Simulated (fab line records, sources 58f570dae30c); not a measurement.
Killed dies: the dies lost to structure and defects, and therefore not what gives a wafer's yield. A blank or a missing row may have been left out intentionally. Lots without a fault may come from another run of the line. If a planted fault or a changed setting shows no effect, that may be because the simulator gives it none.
Which of the tools did it? ; flow berkeley-cmos170 ; 7 lots, 21 wafers sampled, at 2 steps of a route of 331

WHAT THE GAUGES SHOWED, per wafer
UCB170_WELLDRIVE_THK_MEAS_02.
lot;measured;on;WELLDRIVE_OXIDE_THK (nm)
L564;day 4 20:14;film-metro-02;200 202 201
L566;day 5 16:26;film-metro-03;199 198 193
L568;day 6 06:30;film-metro-01;198 196 199
L572;day 6 21:39;film-metro-01;200 201 202
L575;day 7 01:31;film-metro-02;195 196 194
L578;day 7 06:32;film-metro-03;197 205 203
L582;day 8 01:41;film-metro-03;122 115 119

WHICH TOOL RAN EACH LOT (tool, then ch and the chambers of the sampled wafers, then the start)
lot;UCB170_WELLDRIVE_OXIDATION_01
L564;furnace-02 ch 0, day 4 16:43
L566;furnace-02 ch 0, day 5 12:55
L568;furnace-03 ch 0, day 6 02:59
L572;furnace-02 ch 0, day 6 18:08
L575;furnace-04 ch 0, day 6 22:00
L578;furnace-02 ch 0, day 7 02:59
L582;furnace-02 ch 0, day 7 22:11
- UCB170_WELLDRIVE_OXIDATION_01: target thk 199 nm, ox time 9000 s.

THE ANSWER, worked out from the rows above alone
Rule: the lots themselves supply what counts as usual. Put in order of their means at a reading, lots are off if they are a third of the lots or fewer, leave a main group of 4 or more, and stand apart from it by a gap of 3 or more times the standard deviation of the main group's means; of several such gaps the widest counts. Not used: any main group whose means are identical at the precision the tables above print for the reading. A lot without any number at a reading at which 4 lots or more have one is off too. Where the step has rows for the other lots, those lots are counted as sound.
Off: L582, at UCB170_WELLDRIVE_THK_MEAS_02 (WELLDRIVE_OXIDE_THK). Mean 199 nm and standard deviation 2.5 in the main group.
A tool fits if, at a process step before that reading, it ran every lot that is off, and no sound lot after the first of them. The gauges at UCB170_WELLDRIVE_THK_MEAS_02 are tried like those tools. 2 tools fit, furnace-02 at UCB170_WELLDRIVE_OXIDATION_01 and film-metro-03 at UCB170_WELLDRIVE_THK_MEAS_02, so this cannot tell which one it is.

WHAT WAS PUT IN BY THE SIMULATOR
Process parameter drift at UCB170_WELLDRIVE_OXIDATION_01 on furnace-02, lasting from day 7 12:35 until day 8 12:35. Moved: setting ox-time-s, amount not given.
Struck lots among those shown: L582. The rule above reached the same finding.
